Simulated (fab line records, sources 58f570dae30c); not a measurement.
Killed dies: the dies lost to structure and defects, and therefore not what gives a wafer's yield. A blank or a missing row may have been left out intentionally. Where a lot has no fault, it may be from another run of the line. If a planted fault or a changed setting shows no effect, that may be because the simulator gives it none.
Which tool did it? | flow berkeley cmos170 | 13 lots, 39 wafers sampled, at 3 steps of a route of 331

== WHAT EACH GAUGE READ, for each wafer ==
UCB170_START_BOW_MEAS_00. Usual: for INCOMING_BOW the level is -1 um and the standard deviation is 6.6.
lot  | measured    | on            | INCOMING_BOW (um) | flag
L528 | day 1 10:02 | film metro-01 | -9 15 0           |
L529 | day 1 15:01 | film metro-01 | -6 -7 3           |
L530 | day 1 20:00 | film metro-01 | -6 2 5            |
L531 | day 2 01:00 | film metro-01 | -4 10 -9          |
L532 | day 2 06:01 | film metro-02 | -1 -8 0           |
L533 | day 2 11:00 | film metro-01 | 7 15 -3           |
L534 | day 2 16:02 | film metro-03 | -2 2 -2           |
L535 | day 2 21:01 | film metro-03 | 8 -5 -1           |
L539 | day 3 17:00 | film metro-02 | -7 -2 2           |
L544 | day 4 18:01 | film metro-01 | -4 -1 0           |
L545 | day 4 23:00 | film metro-02 | 2 -7 10           |
L546 | day 5 04:01 | film metro-03 | -3 2 -10          |
L547 | day 5 09:00 | film metro-03 | 2 6 5             |

UCB170_M3_OVL_MEAS_16. Usual: for M3_OVL the level is 2 nm and the standard deviation is 5.3.
lot  | measured     | on         | M3_OVL (nm) | flag
L528 | day 7 18:37  | overlay-01 | 2 -6 -2     |
L529 | day 9 02:44  | overlay-02 | -3 -1 -1    |
L530 | day 8 08:28  | overlay-01 | -4 4 -6     |
L531 | day 8 07:34  | overlay-01 | -1 5 -1     |
L532 | day 8 12:16  | overlay-01 | 12 6 2      |
L533 | day 8 16:14  | overlay-02 | 11 6 4      |
L534 | day 8 17:05  | overlay-01 | 4 11 7      |
L535 | day 8 17:49  | overlay-01 | 11 9 5      |
L539 | day 9 19:07  | overlay-02 | -4 3 2      |
L544 | day 10 18:54 | overlay-01 | 3 2 1       |
L545 | day 11 13:41 | overlay-02 | 11 3 4      |
L546 | day 11 14:44 | overlay-01 | 4 3 4       |
L547 | day 11 12:45 | overlay-01 | 3 -5 0      |

== EACH LOT AND THE TOOL THAT RAN IT (in order: tool; ch and the chambers of the sampled wafers; start) ==
lot  | UCB170_PWELL_CLEAN_18
L528 | wet bench-03 ch 2, day 3 01:20
L529 | wet bench-04 ch 3, day 3 06:20
L530 | wet bench-03 ch 3, day 3 16:37
L531 | wet bench-01 ch 0, day 3 19:38
L532 | wet bench-04 ch 2, day 4 01:17
L533 | wet bench-03 ch 1, day 4 12:38
L534 | wet bench-03 ch 2, day 4 16:56
L535 | wet bench-03 ch 2, day 4 17:09
L539 | wet bench-04 ch 0, day 5 11:04
L544 | wet bench-03 ch 1, day 6 04:37
L545 | wet bench-04 ch 2, day 6 18:43
L546 | wet bench-01 ch 2, day 6 21:23
L547 | wet bench-01 ch 3, day 6 23:22
- UCB170_PWELL_CLEAN_18: cleans in SPM, time 600 s.

== AS READ BY THE TOOLS THEMSELVES (means over the sampled wafers that have a number; for cases with no such wafer, the mark the record gives instead) ==
The record holds no such reading with a usual standard deviation.

== THE ANSWER, worked out from the rows above alone ==
Rule: take the mean of a lot's wafers that have a number; if it is more than 3 standard deviations from the usual mean, the lot is off. Also off: a lot with no number at a reading for which 4 or more lots have one. Any other lot the step has rows for is counted as sound. After the gauges, taken in route order, come the tools' own readings; for these a lot's mean is taken, as printed above. At the first step where some lot is off, the reading lying furthest off is the one used; lots without a number count as furthest.
None of the lots is off at any reading shown; this tells nothing.

== WHAT THE SIMULATOR PUT IN ==
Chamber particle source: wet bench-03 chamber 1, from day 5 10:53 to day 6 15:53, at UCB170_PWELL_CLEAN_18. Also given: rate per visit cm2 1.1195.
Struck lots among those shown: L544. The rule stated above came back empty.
